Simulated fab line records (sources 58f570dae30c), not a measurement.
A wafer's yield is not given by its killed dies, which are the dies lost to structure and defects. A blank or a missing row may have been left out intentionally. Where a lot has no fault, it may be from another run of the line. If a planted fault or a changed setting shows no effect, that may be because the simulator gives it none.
Matching of chambers	flow berkeley_cmos170	4 sister chambers for UCB170_ZERO_ETCH_06 on rie_diel-02
The step etches SiO2 in CHF3/CF4/Ar, time 12 s. 4 wafers are shown with their chamber, then 7 later ones without.

## WAFERS WITH THEIR CHAMBER
wafer	chamber	throttle_valve_pct (%)
L538.2	1	8.96
L538.5	2	9.42
L540.1	0	9.13
L540.4	3	9.28

## WAFERS WITH NO CHAMBER GIVEN
wafer	throttle_valve_pct (%)
L540.5	9.13
L546.1	8.95
L546.4	9.42
L546.6	9.43
L550.1	9.42
L550.2	9.28
L550.3	8.95

## EACH ONE'S CHAMBER
wafer	from the rows above	in truth
L540.5	0	0
L546.1	1	1
L546.4	2	2
L546.6	2	2
L550.1	2	2
L550.2	3	3
L550.3	1	1
Correctly placed: 7 of 7. From these rows, 0 cannot be placed. 0 placed wrongly.
How it was worked out, from the rows above alone: a wafer's distance from a chamber is the root of the sum, over the readings, of the square of ((its reading less the chamber's mean) divided by the reading's scatter). The wafer belongs to the nearest chamber; if the next one is less than 2 further off, it can't be placed. The mean given for a chamber averages the wafers shown for that chamber. The scatter: root of mean squared gap, hidden wafer to nearest shown wafer, with one shown wafer a chamber.
